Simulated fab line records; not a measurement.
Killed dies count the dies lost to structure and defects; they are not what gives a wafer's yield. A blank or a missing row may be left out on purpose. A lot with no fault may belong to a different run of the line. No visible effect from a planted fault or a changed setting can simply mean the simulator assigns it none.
Lot-split experiment	flow berkeleyCmos170	on a route of 331 steps: 5 lots, 23 wafers read

== THE SPLIT ==
At UCB170_CONTACT_EXPOSE_12 (exposes mask CONT, target cd 700 nm), the setting doseMj was moved away from the recipe's 35 on 8 of the 23 wafers read, by -3.7% to +6.5%. For the rest of the wafers, this setting stayed at what the recipe calls for.

== FROM THE SPLIT TO THE READING: what the file shows between them, 6 steps ==
- UCB170_CONTACT_PEB_13
- UCB170_CONTACT_DEVELOP_14: develop time 45 s
- UCB170_CONTACT_CD_MEAS_15: target cd 700 nm
- UCB170_CONTACT_ETCH_17: etches BARC in N2/H2
- UCB170_CONTACT_ETCH_18: etches PSG in CHF3/CF4/Ar, stops on TiSi2, target depth 840 nm, time 195 s
- UCB170_CONTACT_STRIP_19: strips in O2

== THE READING ==
At UCB170_CONTACT_CD_MEAS_90: cdNm in nanometres, against a target cd of 700 nm. On this fab line, fault-free wafers typically give 699.8 nm with a standard deviation of 1.6 nm.

wafer	tool, chamber at the split	doseMj as run	against the recipe	cdNm, nm	against lot-mates on the recipe
L075.1	krfScanner-02, 0	35	recipe	698.7	-
L075.2	krfScanner-02, 0	35	recipe	697.5	-
L075.3	krfScanner-02, 0	35	recipe	698.9	-
L075.4	krfScanner-02, 0	35	recipe	701.3	-
L075.6	krfScanner-02, 0	35	recipe	699.5	-
L077.1	krfScanner-01, 0	37.26	+6.5%	712.2	+11.6
L077.2	krfScanner-01, 0	35	recipe	699.9	-
L077.3	krfScanner-01, 0	37.26	+6.5%	713.6	+13.0
L077.5	krfScanner-01, 0	37.26	+6.5%	714.1	+13.5
L077.6	krfScanner-01, 0	35	recipe	701.3	-
L080.1	krfScanner-01, 0	34.34	-1.9%	697.8	-2.7
L080.3	krfScanner-01, 0	35	recipe	700.3	-
L080.4	krfScanner-01, 0	34.34	-1.9%	694.4	-6.1
L080.5	krfScanner-01, 0	34.34	-1.9%	699.0	-1.5
L080.6	krfScanner-01, 0	35	recipe	700.6	-
L082.1	krfScanner-01, 0	35	recipe	699.9	-
L082.2	krfScanner-01, 0	35	recipe	701.7	-
L082.5	krfScanner-01, 0	35	recipe	699.6	-
L081.1	krfScanner-02, 0	35	recipe	698.0	-
L081.2	krfScanner-02, 0	35	recipe	696.8	-
L081.3	krfScanner-02, 0	33.69	-3.7%	692.4	-4.7
L081.4	krfScanner-02, 0	33.69	-3.7%	692.6	-4.5
L081.6	krfScanner-02, 0	35	recipe	696.6	-

FIT RESULTS
A straight line over all 23 wafers: cdNm changes by +2.03 nm for each +1% of doseMj; r = +0.96; the points scatter about the line by 1.6 nm.
The same after taking each lot's own level away (the mean of its wafers on the recipe; 23 wafers): +1.82 nm for each +1%; r = +0.97; scatter 1.3 nm.
The reading moves by 12 nm for the largest change in doseMj, on that fit.
The lots' own levels span 697.13 to 700.60 nm, that is 2.2 times the standard deviation above.
Thus the slope moves with the lot-to-lot level: the two fits are different.
Check: for one of the wafers moved furthest among these (+6.5%), held out of the fit, the line's prediction against its lot-mates is +12.2 nm. Against them it came out at +11.6 nm.

== THE OTHER SPLITS THESE WAFERS WENT THROUGH ==
Before the reading, these wafers also passed through other splits. Each is held against what the fit with the lots' levels taken away leaves over:
other split on the same wafers	wafers away from the commonest value	r with cdNm (lot level and that fit taken away)
UCB170_NLDD_EXPOSE_03 doseMj	7	-0.29

== THE WHOLE CHAIN: every reading that the file lists as answering this split, in the file's order ==
step	what it does	reading	change (the file's fit)	r (the file's)
UCB170_CONTACT_CD_MEAS_15	target cd 700 nm	cdNm	+1.77 nm for each +1% of the setting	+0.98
UCB170_CONTACT_ETCH_17	etches BARC in N2/H2	CONTACT.cdNm (the simulator's own value, which no gauge read)	+1.78 nm for each +1% of the setting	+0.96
UCB170_CONTACT_CD_MEAS_90	target cd 700 nm	cdNm	+1.78 nm for each +1% of the setting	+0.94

== THE FILE'S OWN FIT ==
cdNm changes by +1.78 nm for each +1% of doseMj, r = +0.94.
